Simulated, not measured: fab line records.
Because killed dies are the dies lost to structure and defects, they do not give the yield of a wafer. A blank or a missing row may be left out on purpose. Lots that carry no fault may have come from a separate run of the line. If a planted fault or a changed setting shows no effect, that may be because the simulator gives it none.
fab line records | flow rit-cmos | part 2 of 2: steps 31 to 31 of 31
record: lots: 5 | wafers: 23
route steps=202 shown ACTIVE@2 FOX1@20 FOX2@23 NWELL@29 PWELL@47 NRETRO@61 PRETRO@72 GATE@91 NSD@139 PSD@143 SILICIDE@162 M1@202
start-h: hours from the record's first day to the start of the lot's first wafer shown | wait-h: hours elapsed since this lot's preceding step | " same as the row above | L1.1+2: a row that stands for several wafers | - no value, or no start given | * or withheld: withheld | < > ~ a bound
route shown NAME@n: a module of which the file shows steps, and the number in the route of the first | usual: the fault-free wafers' mean and standard deviation | same: alike in all rows | chamber/n: place in a boat | sites: readings site by site | _std_site: their standard deviation | _edge_site: mean of outer sites minus mean of inner sites | radius-mm: how far each site lies from the wafer's centre | mask NAME#n: copy n | behind: the most recent tool/chamber to have shaped the wafer | hold: cause of the lot's hold/its duration in hours/its outcome | device: whichever transistor did not switch (one of n, p or np) | end of line: at the end of the route, the tests of the same wafers | step lacking rows: just its recipe | killed: dies lost to structure and defects at the first sort, not the wafer's yield | map: shows each die of a wafer: x if killed, . if not, _ if none is there
set.NAME: the run value of the setting; set.NAME@STEP: its run value at that earlier step | model.NAME: the simulator's own value behind a step, which no gauge read
lots where settings were altered on purpose, with a table for each step and a row for each wafer
== steps ==
step: RIT_M1_PROBE_99
usual: killed-at-contacts: 0.1/0.23 | killed-at-front-end: 7.2/2.8 | killed-dies: 7.3/2.8 | killed-open: 3.8/1.8 | killed-short: 3.4/2
same: gross-dies: 264 | killed_at_M0_to_M3: 0 | killed_at_M4_up: 0 | killed-at-back-side: 0 | killed-at-other: 0
lot.wafer | tool      | chamber | start-h | wait-h | set.temp-c@ACTIVE_OXIDATION_01 | set.develop-time-s@GATE_DEVELOP_15 | killed-at-contacts | killed-at-front-end | killed-dies | killed-open | killed-short | model.etest.nldd.width-nm | model.etest.nmos_0p3.r-on-ohm-um | model.etest.pldd.width-nm | model.etest.pmos_0p15.r-on-ohm-um | model.etest.pmos_0p3.r-on-ohm-um | model.etest.pplus-sal.width-nm
L075.1    | prober-02 | -       | 66.87   | 0.1    | 970.9                          | 50                                 | 0                  | 5                   | 5           | 4           | 1            | 3267                      | 2091                             | 3271                      | 2658                              | 6056                             | 3534
L075.2    | prober-02 | -       | 66.92   | 0.1    | 970.9                          | 50                                 | 0                  | 6                   | 6           | 5           | 1            | 3292                      | 2070                             | 3278                      | 2682                              | 6073                             | 3522
L075.3    | prober-02 | -       | 66.97   | 0.2    | 970.9                          | 50                                 | 1                  | 4                   | 5           | 1           | 4            | 3287                      | 2076                             | 3273                      | 2761                              | 6111                             | 3504
L075.5    | prober-02 | -       | 67.07   | 0.2    | 970.9                          | 50                                 | 0                  | 8                   | 8           | 2           | 6            | 3285                      | 2090                             | 3292                      | 2687                              | 6157                             | 3517
L075.6    | prober-02 | -       | 67.12   | 0.2    | 970.9                          | 50                                 | 0                  | 6                   | 6           | 6           | 0            | 3287                      | 2091                             | 3293                      | 2812                              | 6190                             | 3532
L077.1    | prober-02 | -       | 75.82   | 0.1    | 978.2                          | 56.31                              | 0                  | 29                  | 29          | 4           | 4            | 3270                      | 2033                             | 3265                      | 2282                              | 5817                             | 3510
L077.2    | prober-02 | -       | 75.87   | 0.1    | 978.2                          | 56.31                              | 0                  | 17                  | 17          | 2           | 2            | 3246                      | 2051                             | 3266                      | 2416                              | 5942                             | 3550
L077.3    | prober-02 | -       | 75.92   | 0.2    | 978.2                          | 50                                 | 0                  | 5                   | 5           | 3           | 1            | 3262                      | 2193                             | 3247                      | 2857                              | 6346                             | 3522
L077.4    | prober-02 | -       | 75.97   | 0.2    | 978.2                          | 50                                 | 0                  | 9                   | 9           | 5           | 4            | 3283                      | 2181                             | 3262                      | 2918                              | 6411                             | 3530
L077.6    | prober-02 | -       | 76.07   | 0.2    | 978.2                          | 56.31                              | 0                  | 14                  | 14          | 5           | 2            | 3258                      | 2022                             | 3275                      | 2379                              | 5817                             | 3536
L079.1    | prober-02 | -       | 87.18   | 0.1    | 1016                           | 50                                 | 0                  | 11                  | 11          | 6           | 5            | 3060                      | 2214                             | 3054                      | 2864                              | 6519                             | 3364
L079.3    | prober-02 | -       | 87.28   | 0.2    | 1016                           | 47.22                              | 0                  | 7                   | 7           | 4           | 3            | 3086                      | 2305                             | 3060                      | 3178                              | 6877                             | 3380
L079.4    | prober-02 | -       | 87.33   | 0.2    | 1016                           | 47.22                              | 0                  | 12                  | 12          | 7           | 3            | 3070                      | 2274                             | 3074                      | 3087                              | 6741                             | 3401
L079.5    | prober-02 | -       | 87.38   | 0.2    | 1016                           | 50                                 | 0                  | 3                   | 3           | 0           | 3            | 3080                      | 2171                             | 3052                      | 2849                              | 6519                             | 3370
L079.6    | prober-02 | -       | 87.43   | 0.2    | 1016                           | 47.22                              | 0                  | 8                   | 8           | 3           | 5            | 3090                      | 2274                             | 3094                      | 3122                              | 6823                             | 3390
L082.1    | prober-02 | -       | 97.58   | 0.1    | 976.9                          | 50                                 | 0                  | 13                  | 13          | 8           | 5            | 3277                      | 2114                             | 3273                      | 2816                              | 6293                             | 3513
L082.2    | prober-02 | -       | 97.63   | 0.1    | 976.9                          | 50                                 | 0                  | 6                   | 6           | 3           | 3            | 3278                      | 2099                             | 3281                      | 2736                              | 6114                             | 3539
L082.3    | prober-02 | -       | 97.68   | 0.2    | 976.9                          | 50                                 | 0                  | 6                   | 6           | 4           | 2            | 3294                      | 2076                             | 3268                      | 2866                              | 6165                             | 3518
L082.5    | prober-02 | -       | 97.78   | 0.2    | 976.9                          | 50                                 | 0                  | 15                  | 15          | 7           | 8            | 3253                      | 2114                             | 3270                      | 2884                              | 6488                             | 3530
L082.6    | prober-02 | -       | 97.83   | 0.2    | 976.9                          | 50                                 | 0                  | 7                   | 7           | 2           | 5            | 3251                      | 2065                             | 3280                      | 2790                              | 6212                             | 3512
L083.3    | prober-01 | -       | 108.64  | 0.2    | 1000                           | 50                                 | 0                  | 4                   | 4           | 4           | 0            | 3177                      | 2193                             | 3149                      | 2834                              | 6237                             | 3453
L083.5    | prober-01 | -       | 108.74  | 0.2    | 1000                           | 50                                 | 0                  | 8                   | 8           | 6           | 2            | 3175                      | 2176                             | 3175                      | 2812                              | 6199                             | 3473
L083.6    | prober-01 | -       | 108.79  | 0.2    | 1000                           | 50                                 | 0                  | 10                  | 10          | 5           | 5            | 3202                      | 2174                             | 3172                      | 2811                              | 6202                             | 3458
killed by level:class
L075.1 FOX1:geometric-particle:open=2 GATE:geometric-particle:open=2 SILICIDE:geometric-particle:short=1
L075.2 FOX2:geometric-particle:open=2 GATE:geometric-particle:open=1 GATE:geometric-particle:short=1 REOX:geometric-particle:open=1 SPACER:geometric-particle:open=1
L075.3 GATE:geometric-particle:short=1 GATE:geometric-particle:open=1 SPACER:geometric-particle:short=1 SILICIDE:geometric-particle:short=1 CONTACT:geometric-particle:short=1
L075.5 REOX:geometric-particle:short=3 GATE:geometric-particle:short=2 REOX:geometric-particle:open=1 SPACER:geometric-particle:short=1 SILICIDE:geometric-particle:open=1
L075.6 GATE:geometric-particle:open=4 FOX1:geometric-particle:open=1 REOX:geometric-particle:open=1
L077.1 GATE:area-develop=20 FOX1:geometric-particle:short=2 GATE:geometric-particle:open=2 GATE:geometric-particle:short=1 REOX:geometric-particle:open=1 SPACER:geometric-particle:open=1 SPACER:geometric-particle:short=1 GATE:area-etch=1
L077.2 GATE:area-develop=13 FOX1:geometric-particle:open=1 GATE:geometric-particle:short=1 GATE:geometric-particle:open=1 SPACER:geometric-particle:short=1
L077.3 SPACER:geometric-particle:open=2 GATE:geometric-particle:open=1 SPACER:geometric-particle:short=1 GATE:area-etch=1
L077.4 GATE:geometric-particle:short=2 GATE:geometric-particle:open=2 SPACER:geometric-particle:open=2 FOX1:geometric-particle:short=1 FOX2:geometric-particle:short=1 FOX2:geometric-particle:open=1
L077.6 GATE:area-develop=7 FOX1:geometric-particle:open=2 GATE:geometric-particle:open=2 GATE:geometric-particle:short=1 REOX:geometric-particle:open=1 SILICIDE:geometric-particle:short=1
L079.1 GATE:geometric-particle:short=2 SPACER:geometric-particle:short=2 SPACER:geometric-particle:open=2 SILICIDE:geometric-particle:open=2 GATE:geometric-particle:open=1 REOX:geometric-particle:short=1 REOX:geometric-particle:open=1
L079.3 FOX1:geometric-particle:open=1 FOX2:geometric-particle:short=1 FOX2:geometric-particle:open=1 GATE:geometric-particle:open=1 GATE:geometric-particle:short=1 REOX:geometric-particle:open=1 SPACER:geometric-particle:short=1
L079.4 REOX:geometric-particle:open=3 FOX1:geometric-particle:open=2 GATE:area-develop=2 FOX1:geometric-particle:short=1 GATE:geometric-particle:short=1 REOX:geometric-particle:short=1 SPACER:geometric-particle:open=1 SILICIDE:geometric-particle:open=1
L079.5 GATE:geometric-particle:short=2 SILICIDE:geometric-particle:short=1
L079.6 GATE:geometric-particle:open=2 GATE:geometric-particle:short=2 SILICIDE:geometric-particle:short=2 REOX:geometric-particle:open=1 REOX:geometric-particle:short=1
L082.1 GATE:geometric-particle:short=4 GATE:geometric-particle:open=3 SPACER:geometric-particle:open=2 FOX1:geometric-particle:open=1 FOX2:geometric-particle:open=1 SILICIDE:geometric-particle:short=1 REOX:geometric-particle:open=1
L082.2 GATE:geometric-particle:short=2 GATE:geometric-particle:open=2 FOX2:geometric-particle:short=1 SPACER:geometric-particle:open=1
L082.3 GATE:geometric-particle:open=3 FOX2:geometric-particle:short=1 GATE:geometric-particle:short=1 REOX:geometric-particle:open=1
L082.5 GATE:geometric-particle:short=5 GATE:geometric-particle:open=4 FOX1:geometric-particle:open=2 FOX1:geometric-particle:short=2 FOX2:geometric-particle:open=1 REOX:geometric-particle:short=1
L082.6 REOX:geometric-particle:short=2 SPACER:geometric-particle:short=2 GATE:geometric-particle:open=1 GATE:geometric-particle:short=1 REOX:geometric-particle:open=1
L083.3 GATE:geometric-particle:open=2 FOX1:geometric-particle:open=1 REOX:geometric-particle:open=1
L083.5 FOX1:geometric-particle:open=5 GATE:geometric-particle:short=1 SILICIDE:geometric-particle:open=1 SILICIDE:geometric-particle:short=1
L083.6 FOX1:geometric-particle:short=4 GATE:geometric-particle:open=2 FOX1:geometric-particle:open=1 FOX2:geometric-particle:open=1 GATE:geometric-particle:short=1 SILICIDE:geometric-particle:open=1
== key ==
split: step: RIT_ACTIVE_OXIDATION_01 | setting: temp-c | stated: 1000 | by: lot
response: step: RIT_ACTIVE_OXIDATION_01 | reading: model.SiO2_of_ACTIVE_OXIDATION_01.thk-nm | change: +3.98 | per: 1% | r: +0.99
response: step: RIT_ACTIVE_THK_MEAS_02 | reading: ACTIVE_OXIDE_THK | change: +3.98 | per: 1% | r: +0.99
response: step: RIT_FOX2_WET_ETCH_03 | reading: model.SiO2_of_ACTIVE_OXIDATION_01.thk-nm | change: +3.38 | per: 1% | r: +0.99
response: step: RIT_M1_PROBE_99 | reading: model.etest.pldd.width-nm | change: -49.1 | per: 1% | r: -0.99
response: step: RIT_M1_PROBE_99 | reading: model.etest.nldd.width-nm | change: -45.9 | per: 1% | r: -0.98
response: step: RIT_M1_PROBE_99 | reading: model.etest.pplus-sal.width-nm | change: -33 | per: 1% | r: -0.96
split: step: RIT_ACTIVE_COAT_06 | setting: spin-rpm | stated: 3250 | by: wafer
response: step: RIT_ACTIVE_COAT_06 | reading: model.NOVOLAK_of_ACTIVE_COAT_06.thk-nm | change: -5.13 | per: 1% | r: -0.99
split: step: RIT_FOX1_OXIDATION_00 | setting: ox-time-s | stated: 1130 | by: lot
response: step: RIT_FOX1_OXIDATION_00 | reading: model.SiO2_of_FOX1_OXIDATION_00.thk-nm | change: +1.64 | per: 1% | r: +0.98
response: step: RIT_FOX1_THK_MEAS_01 | reading: FOX1_OXIDE_THK | change: +1.64 | per: 1% | r: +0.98
split: step: RIT_NWELL_COAT_01 | setting: spin-rpm | stated: 2000 | by: wafer
response: step: RIT_NWELL_COAT_01 | reading: model.NOVOLAK_of_NWELL_COAT_01.thk-nm | change: -6.08 | per: 1% | r: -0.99
response: step: RIT_NWELL_HARDBAKE_07 | reading: model.NOVOLAK_of_NWELL_COAT_01.thk-nm | change: -5.24 | per: 1% | r: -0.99
split: step: RIT_NWELL_IMPLANT_08 | setting: energy-kev | stated: 170 | by: wafer
response: step: RIT_NWELL_IMPLANT_08 | reading: model.implant.rp-nm | change: +2.13 | per: 1% | r: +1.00
response: step: RIT_NWELL_IMPLANT_08 | reading: model.implant.drp-nm | change: +0.51 | per: 1% | r: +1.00
split: step: RIT_PWELL_IMPLANT_08 | setting: energy-kev | stated: 170 | by: wafer
response: step: RIT_PWELL_IMPLANT_08 | reading: model.implant.drp-nm | change: +0.288 | per: 1% | r: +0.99
split: step: RIT_NRETRO_IMPLANT_08 | setting: dose-cm2 | stated: 1e+13 | by: wafer
response: step: RIT_NRETRO_TW_MEAS_10 | reading: NRETRO_TW | change: +2.76 | per: 1% | r: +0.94
split: step: RIT_PRETRO_IMPLANT_08 | setting: energy-kev | stated: 45 | by: wafer
response: step: RIT_PRETRO_IMPLANT_08 | reading: model.implant.drp-nm | change: +0.329 | per: 1% | r: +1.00
split: step: RIT_GATE_DEVELOP_15 | setting: develop-time-s | stated: 50 | by: wafer
response: step: RIT_M1_PROBE_99 | reading: model.etest.pmos_0p3.r-on-ohm-um | change: -43.1 | per: 1% | r: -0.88
response: step: RIT_M1_PROBE_99 | reading: model.etest.pmos_0p15.r-on-ohm-um | change: -43 | per: 1% | r: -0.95
response: step: RIT_M1_PROBE_99 | reading: model.etest.nmos_0p3.r-on-ohm-um | change: -12.8 | per: 1% | r: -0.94
split: step: RIT_NSD_IMPLANT_08 | setting: energy-kev | stated: 25 | by: wafer
response: step: RIT_NSD_IMPLANT_08 | reading: model.implant.drp-nm | change: +0.0896 | per: 1% | r: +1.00
split: step: RIT_PSD_COAT_01 | setting: spin-rpm | stated: 3250 | by: wafer
response: step: RIT_PSD_COAT_01 | reading: model.NOVOLAK_of_PSD_COAT_01.thk-nm | change: -4.6 | per: 1% | r: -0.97
response: step: RIT_PSD_HARDBAKE_07 | reading: model.NOVOLAK_of_PSD_COAT_01.thk-nm | change: -4.03 | per: 1% | r: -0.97
split: step: RIT_SILICIDE_SPUTTER_01 | setting: power-w | stated: 350 | by: wafer
response: step: RIT_SILICIDE_SPUTTER_01 | reading: model.Ti_of_SILICIDE_SPUTTER_01.thk-nm | change: +0.298 | per: 1% | r: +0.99
response: step: RIT_SILICIDE_RS_MEAS_02 | reading: SILICIDE_TI_RS | change: -0.529 | per: 1% | r: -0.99
response: step: RIT_SILICIDE_THK_MEAS_03 | reading: SILICIDE_TI_THK | change: +0.293 | per: 1% | r: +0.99
